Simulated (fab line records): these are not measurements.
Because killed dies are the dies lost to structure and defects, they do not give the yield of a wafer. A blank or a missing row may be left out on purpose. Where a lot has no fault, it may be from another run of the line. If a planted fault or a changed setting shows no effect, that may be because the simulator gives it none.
fab line records || flow rit-cmos
[record] {"lots": 14, "wafers": 42, "last-day": 7}
route steps=202 shown NWELL@31
lots with no fault: from the same line, run without faults
start-h: hours from the record's opening day to when the first of the lot's shown wafers began || wait-h: hours elapsed since this lot's preceding step || " unchanged from the row above || L1.1+2: one row covering several wafers at once || - value missing, or start not given || * or withheld: withheld || < > ~ a bound
route shown NAME@n: NAME is a module with steps in the file, n the number in the route of the first one || usual: mean/standard deviation taken from wafers without a fault || same: alike in all rows || chamber/n: place in a boat || sites: each site's reading || _std_site: the values' standard deviation || _edge_site: the outer-site mean with the inner-site mean subtracted || radius-mm: for every site, how far away it sits from the centre of the wafer || mask NAME#n: copy n || behind: the tool/chamber that last shaped the wafer || hold: what put the lot on hold/how long, in hours/how the hold closed || device: which transistor (n, p or np) failed to switch || end of line: the tests these same wafers got at the end of their route || a step with no rows: only its recipe || killed: dies that structure and defects cost at the first sort, which is not the same as the wafer's yield || map: shows each die of a wafer: x if killed, . if not, _ if none is there
set.NAME: setting as actually run; set.NAME@STEP: the setting as run at that earlier step || model.NAME: the simulator's own value behind a step, which no gauge read
route steps across a sampled set of lots; one table per step, one row per wafer
services: a tool's chamber out of use, with start hour (start-h, from the record's first day; less than 0 if before it), hours out, and reason
[[steps]]
[step RIT_NWELL_EXPOSE_03]
[recipe] {"mask-id": "M2", "na": 0.57, "target-cd-nm": 43900, "dose-mj": 250}
[usual] {"exposure-dose-mJ-cm2": "250.00/0.22", "focus-offset-nm": "0.0/0.52", "reticle-temp-C": "22.99/0.11"}
{"lot.wafer": "L761.2", "tool": "iline-stepper-01", "chamber": 0, "start-h": 21.32, "wait-h": 0.2, "mask": "M2#0", "exposure-dose-mJ-cm2": 249.93, "focus-offset-nm": -0.6, "reticle-temp-C": 22.86}
{"lot.wafer": "L761.4", "tool": "iline-stepper-01", "chamber": 0, "start-h": 21.32, "wait-h": 0.2, "mask": "M2#0", "exposure-dose-mJ-cm2": 249.88, "focus-offset-nm": 0.0, "reticle-temp-C": 23.01}
{"lot.wafer": "L761.5", "tool": "iline-stepper-01", "chamber": 0, "start-h": 21.32, "wait-h": 0.2, "mask": "M2#0", "exposure-dose-mJ-cm2": 250.01, "focus-offset-nm": 0.3, "reticle-temp-C": 22.95}
{"lot.wafer": "L763.2", "tool": "iline-stepper-01", "chamber": 0, "start-h": 32.17, "wait-h": 0.2, "mask": "M2#0", "exposure-dose-mJ-cm2": 250.05, "focus-offset-nm": -0.2, "reticle-temp-C": 23.07}
{"lot.wafer": "L763.5", "tool": "iline-stepper-01", "chamber": 0, "start-h": 32.17, "wait-h": 0.2, "mask": "M2#0", "exposure-dose-mJ-cm2": 250.12, "focus-offset-nm": -0.6, "reticle-temp-C": 22.90}
{"lot.wafer": "L763.6", "tool": "iline-stepper-01", "chamber": 0, "start-h": 32.17, "wait-h": 0.2, "mask": "M2#0", "exposure-dose-mJ-cm2": 250.03, "focus-offset-nm": -0.3, "reticle-temp-C": 22.78}
{"lot.wafer": "L764.2", "tool": "iline-stepper-02", "chamber": 0, "start-h": 36.29, "wait-h": 0.2, "mask": "M2#0", "exposure-dose-mJ-cm2": 250.35, "focus-offset-nm": -1.0, "reticle-temp-C": 22.96}
{"lot.wafer": "L764.5", "tool": "iline-stepper-02", "chamber": 0, "start-h": 36.29, "wait-h": 0.2, "mask": "M2#0", "exposure-dose-mJ-cm2": 249.86, "focus-offset-nm": -0.3, "reticle-temp-C": 22.80}
{"lot.wafer": "L764.6", "tool": "iline-stepper-02", "chamber": 0, "start-h": 36.29, "wait-h": 0.2, "mask": "M2#0", "exposure-dose-mJ-cm2": 249.99, "focus-offset-nm": -0.3, "reticle-temp-C": 23.04}
{"lot.wafer": "L767.2", "tool": "iline-stepper-01", "chamber": 0, "start-h": 52.28, "wait-h": 0.2, "mask": "M2#0", "exposure-dose-mJ-cm2": 249.94, "focus-offset-nm": 0.8, "reticle-temp-C": 22.97}
{"lot.wafer": "L767.5", "tool": "iline-stepper-01", "chamber": 0, "start-h": 52.28, "wait-h": 0.2, "mask": "M2#0", "exposure-dose-mJ-cm2": 249.90, "focus-offset-nm": -0.3, "reticle-temp-C": 23.08}
{"lot.wafer": "L767.6", "tool": "iline-stepper-01", "chamber": 0, "start-h": 52.28, "wait-h": 0.2, "mask": "M2#0", "exposure-dose-mJ-cm2": 250.16, "focus-offset-nm": -0.4, "reticle-temp-C": 23.15}
{"lot.wafer": "L768.1", "tool": "iline-stepper-02", "chamber": 0, "start-h": 60.33, "wait-h": 0.2, "mask": "M2#0", "exposure-dose-mJ-cm2": 249.74, "focus-offset-nm": 0.5, "reticle-temp-C": 23.02}
{"lot.wafer": "L768.4", "tool": "iline-stepper-02", "chamber": 0, "start-h": 60.33, "wait-h": 0.2, "mask": "M2#0", "exposure-dose-mJ-cm2": 249.96, "focus-offset-nm": -0.9, "reticle-temp-C": 22.82}
{"lot.wafer": "L768.6", "tool": "iline-stepper-02", "chamber": 0, "start-h": 60.33, "wait-h": 0.2, "mask": "M2#0", "exposure-dose-mJ-cm2": 249.62, "focus-offset-nm": 0.5, "reticle-temp-C": 22.79}
{"lot.wafer": "L769.1", "tool": "iline-stepper-01", "chamber": 0, "start-h": 64.35, "wait-h": 0.3, "mask": "M2#0", "exposure-dose-mJ-cm2": 249.88, "focus-offset-nm": -0.4, "reticle-temp-C": 23.15}
{"lot.wafer": "L769.4", "tool": "iline-stepper-01", "chamber": 0, "start-h": 64.35, "wait-h": 0.3, "mask": "M2#0", "exposure-dose-mJ-cm2": 250.28, "focus-offset-nm": -0.3, "reticle-temp-C": 22.98}
{"lot.wafer": "L769.6", "tool": "iline-stepper-01", "chamber": 0, "start-h": 64.35, "wait-h": 0.3, "mask": "M2#0", "exposure-dose-mJ-cm2": 250.00, "focus-offset-nm": 0.3, "reticle-temp-C": 23.02}
{"lot.wafer": "L770.2", "tool": "iline-stepper-02", "chamber": 0, "start-h": 66.58, "wait-h": 0.2, "mask": "M2#0", "exposure-dose-mJ-cm2": 249.98, "focus-offset-nm": 0.4, "reticle-temp-C": 22.92}
{"lot.wafer": "L770.5", "tool": "iline-stepper-02", "chamber": 0, "start-h": 66.58, "wait-h": 0.2, "mask": "M2#0", "exposure-dose-mJ-cm2": 250.13, "focus-offset-nm": 0.3, "reticle-temp-C": 22.90}
{"lot.wafer": "L770.6", "tool": "iline-stepper-02", "chamber": 0, "start-h": 66.58, "wait-h": 0.2, "mask": "M2#0", "exposure-dose-mJ-cm2": 250.23, "focus-offset-nm": -0.3, "reticle-temp-C": 22.81}
{"lot.wafer": "L772.1", "tool": "iline-stepper-01", "chamber": 0, "start-h": 77.51, "wait-h": 0.2, "mask": "M2#0", "exposure-dose-mJ-cm2": 250.26, "focus-offset-nm": 0.2, "reticle-temp-C": 23.10}
{"lot.wafer": "L772.4", "tool": "iline-stepper-01", "chamber": 0, "start-h": 77.51, "wait-h": 0.2, "mask": "M2#0", "exposure-dose-mJ-cm2": 249.89, "focus-offset-nm": 0.3, "reticle-temp-C": 23.09}
{"lot.wafer": "L772.6", "tool": "iline-stepper-01", "chamber": 0, "start-h": 77.51, "wait-h": 0.2, "mask": "M2#0", "exposure-dose-mJ-cm2": 249.92, "focus-offset-nm": 0.2, "reticle-temp-C": 23.04}
{"lot.wafer": "L773.3", "tool": "iline-stepper-02", "chamber": 0, "start-h": 82.14, "wait-h": 0.2, "mask": "M2#0", "exposure-dose-mJ-cm2": 249.84, "focus-offset-nm": -0.2, "reticle-temp-C": 23.26}
{"lot.wafer": "L773.4", "tool": "iline-stepper-02", "chamber": 0, "start-h": 82.14, "wait-h": 0.2, "mask": "M2#0", "exposure-dose-mJ-cm2": 249.83, "focus-offset-nm": -0.3, "reticle-temp-C": 23.20}
{"lot.wafer": "L773.6", "tool": "iline-stepper-02", "chamber": 0, "start-h": 82.14, "wait-h": 0.2, "mask": "M2#0", "exposure-dose-mJ-cm2": 249.89, "focus-offset-nm": -0.5, "reticle-temp-C": 22.87}
{"lot.wafer": "L775.3", "tool": "iline-stepper-01", "chamber": 0, "start-h": 93.50, "wait-h": 0.1, "mask": "M2#0", "exposure-dose-mJ-cm2": 250.13, "focus-offset-nm": -0.2, "reticle-temp-C": 22.84}
{"lot.wafer": "L775.4", "tool": "iline-stepper-01", "chamber": 0, "start-h": 93.50, "wait-h": 0.1, "mask": "M2#0", "exposure-dose-mJ-cm2": 249.94, "focus-offset-nm": -0.8, "reticle-temp-C": 22.90}
{"lot.wafer": "L775.5", "tool": "iline-stepper-01", "chamber": 0, "start-h": 93.50, "wait-h": 0.1, "mask": "M2#0", "exposure-dose-mJ-cm2": 249.45, "focus-offset-nm": -0.9, "reticle-temp-C": 23.06}
{"lot.wafer": "L776.3", "tool": "iline-stepper-02", "chamber": 0, "start-h": 97.50, "wait-h": 0.2, "mask": "M2#0", "exposure-dose-mJ-cm2": 250.00, "focus-offset-nm": -0.6, "reticle-temp-C": 22.80}
{"lot.wafer": "L776.4", "tool": "iline-stepper-02", "chamber": 0, "start-h": 97.50, "wait-h": 0.2, "mask": "M2#0", "exposure-dose-mJ-cm2": 250.34, "focus-offset-nm": -1.0, "reticle-temp-C": 22.91}
{"lot.wafer": "L776.6", "tool": "iline-stepper-02", "chamber": 0, "start-h": 97.50, "wait-h": 0.2, "mask": "M2#0", "exposure-dose-mJ-cm2": 250.01, "focus-offset-nm": -0.6, "reticle-temp-C": 23.04}
{"lot.wafer": "L780.1", "tool": "iline-stepper-01", "chamber": 0, "start-h": 117.60, "wait-h": 0.2, "mask": "M2#0", "exposure-dose-mJ-cm2": 250.06, "focus-offset-nm": -0.5, "reticle-temp-C": 23.01}
{"lot.wafer": "L780.2", "tool": "iline-stepper-01", "chamber": 0, "start-h": 117.60, "wait-h": 0.2, "mask": "M2#0", "exposure-dose-mJ-cm2": 250.30, "focus-offset-nm": -0.4, "reticle-temp-C": 23.23}
{"lot.wafer": "L780.5", "tool": "iline-stepper-01", "chamber": 0, "start-h": 117.60, "wait-h": 0.2, "mask": "M2#0", "exposure-dose-mJ-cm2": 249.65, "focus-offset-nm": 0.0, "reticle-temp-C": 22.99}
{"lot.wafer": "L783.2", "tool": "iline-stepper-01", "chamber": "-", "start-h": 131.06, "wait-h": 0.1, "mask": "M2#0", "exposure-dose-mJ-cm2": "-", "focus-offset-nm": "-", "reticle-temp-C": "-"}
{"lot.wafer": "L783.3", "tool": "iline-stepper-01", "chamber": "-", "start-h": 131.06, "wait-h": 0.1, "mask": "M2#0", "exposure-dose-mJ-cm2": "-", "focus-offset-nm": "-", "reticle-temp-C": "-"}
{"lot.wafer": "L783.5", "tool": "iline-stepper-01", "chamber": "-", "start-h": 131.06, "wait-h": 0.1, "mask": "M2#0", "exposure-dose-mJ-cm2": "-", "focus-offset-nm": "-", "reticle-temp-C": "-"}
{"lot.wafer": "L784.3", "tool": "iline-stepper-02", "chamber": "-", "start-h": 138.49, "wait-h": 0.2, "mask": "M2#0", "exposure-dose-mJ-cm2": "-", "focus-offset-nm": "-", "reticle-temp-C": "-"}
{"lot.wafer": "L784.5", "tool": "iline-stepper-02", "chamber": "-", "start-h": 138.49, "wait-h": 0.2, "mask": "M2#0", "exposure-dose-mJ-cm2": "-", "focus-offset-nm": "-", "reticle-temp-C": "-"}
{"lot.wafer": "L784.6", "tool": "iline-stepper-02", "chamber": "-", "start-h": 138.49, "wait-h": 0.2, "mask": "M2#0", "exposure-dose-mJ-cm2": "-", "focus-offset-nm": "-", "reticle-temp-C": "-"}
[[services]]
{"tool": "iline-stepper-02", "chamber": "-", "start-h": 30.82, "hours": 2.1, "kind": "pm"}
{"tool": "iline-stepper-02", "chamber": "-", "start-h": 32.91, "hours": "-", "kind": "consumable-replace:lamp"}
{"tool": "iline-stepper-01", "chamber": "-", "start-h": 101.83, "hours": 2.6, "kind": "repair"}
{"tool": "iline-stepper-02", "chamber": "-", "start-h": 104.42, "hours": 1.7, "kind": "pm"}
{"tool": "iline-stepper-01", "chamber": "-", "start-h": 122.23, "hours": 1.7, "kind": "pm"}
[[key]]
[first-sign] {"step": "RIT_NWELL_EXPOSE_03", "reading": "tool-record", "direction": "missing"}
effect none on later readings
met-at RIT_NWELL_EXPOSE_03
struck-lots L783,L784
sort-left-out L783.2,L783.3,L783.5,L784.3,L784.5,L784.6
tester-left-out L783,L784
onset-between 117.60 131.06
[fault] {"kind": "skipped-step-whole", "tool": "iline-stepper-01,iline-stepper-02", "chamber": "-", "onset-h": 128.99, "steps": "RIT_NWELL_EXPOSE_03", "scope": "struck-lots-only"}
// tester-left-out: of these lots the tester's yield and bins aren't shown, on N5 and GAA mostly nor the transistor test; their killed dies are dies lost to structure and defects alone, not to doping, threshold or leakage, so they don't give the yield
// sort-left-out: the simulated sort isn't trusted on such a fault, so these wafers' sort isn't shown, and their yield isn't known
